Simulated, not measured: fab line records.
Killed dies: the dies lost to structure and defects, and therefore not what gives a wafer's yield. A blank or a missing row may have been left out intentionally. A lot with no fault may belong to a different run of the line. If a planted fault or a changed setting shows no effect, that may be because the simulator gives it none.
2 desks, one fault / flow ritCmos / each desk has only its own numbers; what lay behind them comes last

== FROM THE METROLOGY DESK ==
Lot by lot, what the gauges showed, no matter which tool ran the lot: averages of those sampled wafers that carry a number. If a lot's mean is further than 4 standard deviations from the usual mean, the lot is out of limits and carries the mark OUT (the distance appears in the brackets).
Columns: A = cdNm at RIT_ACTIVE_CD_MEAS_11, usual 1399.2 nm; B = PWELL_OVL at RIT_PWELL_OVL_MEAS_06, usual 0.7 nm; C = NSD_OVL at RIT_NSD_OVL_MEAS_06, usual -0.3 nm
lot=L170; first seen here=day 1 19:36; A=1399.5; B=0.8; C=0.8
lot=L171; first seen here=day 2 00:26; A=1401.4; B=0.7; C=-0.5
lot=L173; first seen here=day 2 10:35; A=1398.3; B=1.7; C=-1.0
lot=L174; first seen here=day 2 15:35; A=1399.6; B=-1.1; C=-0.2
lot=L179; first seen here=day 3 16:40; A=1399.5; B=2.3; C=-2.3
lot=L180; first seen here=day 3 21:35; A=1399.7; B=1.2; C=0.0
lot=L181; first seen here=day 4 03:45; A=1398.9; B=2.2; C=-
lot=L182; first seen here=day 4 10:05; A=1400.4; B=-1.0; C=-
lot=L187; first seen here=day 5 08:28; A=1403.7; B=0.7; C=-0.1
lot=L188; first seen here=day 5 13:30; A=1394.3; B=2.0; C=-0.8
lot=L189; first seen here=day 5 18:36; A=1396.4; B=1.7; C=0.5
lot=L190; first seen here=day 5 23:34; A=1397.2; B=2.7; C=-2.0
lot=L191; first seen here=day 6 05:13; A=1395.9; B=1.6; C=-0.1
lot=L192; first seen here=day 6 09:36; A=1400.1; B=-0.1; C=0.8
This desk found nothing out of limits on any of the 14 lots.

== DESK OF THE TOOL OWNER: ilineStepper-02 ==
The tool's own readings at RIT_GATE_EXPOSE_13 (exposes mask M6, target cd 150 nm): means of the sampled wafers that have a number, for each lot that ran on this tool. If a lot's mean is further than 4 standard deviations from the usual mean, the lot is out of limits and carries the mark OUT (the distance appears in the brackets).
Columns: A = exposureDoseMJCm2 at RIT_GATE_EXPOSE_13, usual 380.0; B = focusOffsetNm at RIT_GATE_EXPOSE_13, usual 0.1 nm
lot=L170; first seen here=day 2 16:43; A=380.2; B=-0.3
lot=L173; first seen here=day 3 08:57; A=380.0; B=-0.5
lot=L174; first seen here=day 3 16:31; A=380.0; B=0.0
lot=L179; first seen here=day 4 14:07; A=379.5; B=-0.2
lot=L180; first seen here=day 4 19:33; A=380.6; B=-0.2
lot=L187; first seen here=day 6 06:15; A=380.3; B=0.3
lot=L188; first seen here=day 6 10:52; A=380.1; B=0.7
lot=L189; first seen here=day 6 16:43; A=380.1; B=-0.0
lot=L190; first seen here=day 6 20:40; A=379.4; B=-0.4
lot=L192; first seen here=day 7 08:09; A=379.1; B=0.4
This desk found nothing out of limits on any of the 10 lots.

== ALL TOGETHER ==
The metrology desk saw nothing out of limits.
The tool owner's desk saw nothing out of limits.

== WHAT THE SIMULATOR HAD INSERTED ==
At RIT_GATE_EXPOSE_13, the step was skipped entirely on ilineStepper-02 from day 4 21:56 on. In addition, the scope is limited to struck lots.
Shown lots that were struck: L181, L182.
